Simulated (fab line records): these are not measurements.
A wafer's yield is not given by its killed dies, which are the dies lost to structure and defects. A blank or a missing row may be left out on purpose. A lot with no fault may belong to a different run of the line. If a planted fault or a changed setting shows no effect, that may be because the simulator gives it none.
Which tool did it? ; flow rit cmos ; 15 lots, 45 wafers sampled, at 1 step of a route of 202

WHAT THE GAUGES READ, wafer by wafer
Not one reading of a measure or inspect step in the record can be checked against a usual standard deviation.

WHICH TOOL RAN EACH LOT (tool, then ch and the chambers of the sampled wafers, then the start)
lot;RIT_ACTIVE_DEVELOP_10
L860;litho track-02 ch 0, day 1 15:00
L861;litho track-03 ch 0, day 1 19:00
L862;litho track-04 ch 0, day 2 00:00
L863;litho track-02 ch 0, day 2 05:00
L865;litho track-02 ch 0, day 2 16:00
L868;litho track-03 ch 0, day 3 06:00
L869;litho track-03 ch 0, day 3 13:00
L872;litho track-02 ch 0, day 4 03:00
L873;litho track-02, day 4 09:00
L874;litho track-03, day 4 13:00
L875;litho track-02, day 4 18:00
L878;litho track-02 ch 0, day 5 11:00
L881;litho track-04 ch 0, day 5 23:00
L882;litho track-03 ch 0, day 6 06:00
L883;litho track-04 ch 0, day 6 10:00
- RIT_ACTIVE_DEVELOP_10: develop time 50 s.

AS READ BY THE TOOLS THEMSELVES (means over the sampled wafers that have a number; for cases with no such wafer, the mark the record gives instead)
RIT_ACTIVE_DEVELOP_10. Usual: chill plate temp C at 23.00 C, with a standard deviation of 0.096.
lot;tool;chill plate temp C (C);flag
L860;litho track-02;23.00;
L861;litho track-03;22.94;
L862;litho track-04;22.96;
L863;litho track-02;23.15;
L865;litho track-02;22.93;
L868;litho track-03;23.03;
L869;litho track-03;22.90;
L872;litho track-02;23.01;
L873;litho track-02;-;OFF
L874;litho track-03;-;OFF
L875;litho track-02;-;OFF
L878;litho track-02;23.05;
L881;litho track-04;23.06;
L882;litho track-03;22.97;
L883;litho track-04;23.03;

THE ANSWER, worked out from the rows above alone
Rule: take the mean of a lot's wafers that have a number; if it is more than 3 standard deviations from the usual mean, the lot is off. A lot without any number at a reading at which 4 lots or more have one is off too. Any other lot the step has rows for is counted as sound. First the gauges in route order, then the tools' own readings, where a lot's mean is used as printed above. The first step at which some lot is off is used, and at that step the reading that is off furthest; a lot without a number counts as furthest.
Off at RIT_ACTIVE_DEVELOP_10 (chill plate temp C): L873, L874, L875. Without a number there: L873, L874, L875.
If a tool, at that step or one of the process steps before it, ran each lot that is off and ran no sound lot following the first of them, it fits. None of those tried fits.

WHAT WAS PUT IN BY THE SIMULATOR
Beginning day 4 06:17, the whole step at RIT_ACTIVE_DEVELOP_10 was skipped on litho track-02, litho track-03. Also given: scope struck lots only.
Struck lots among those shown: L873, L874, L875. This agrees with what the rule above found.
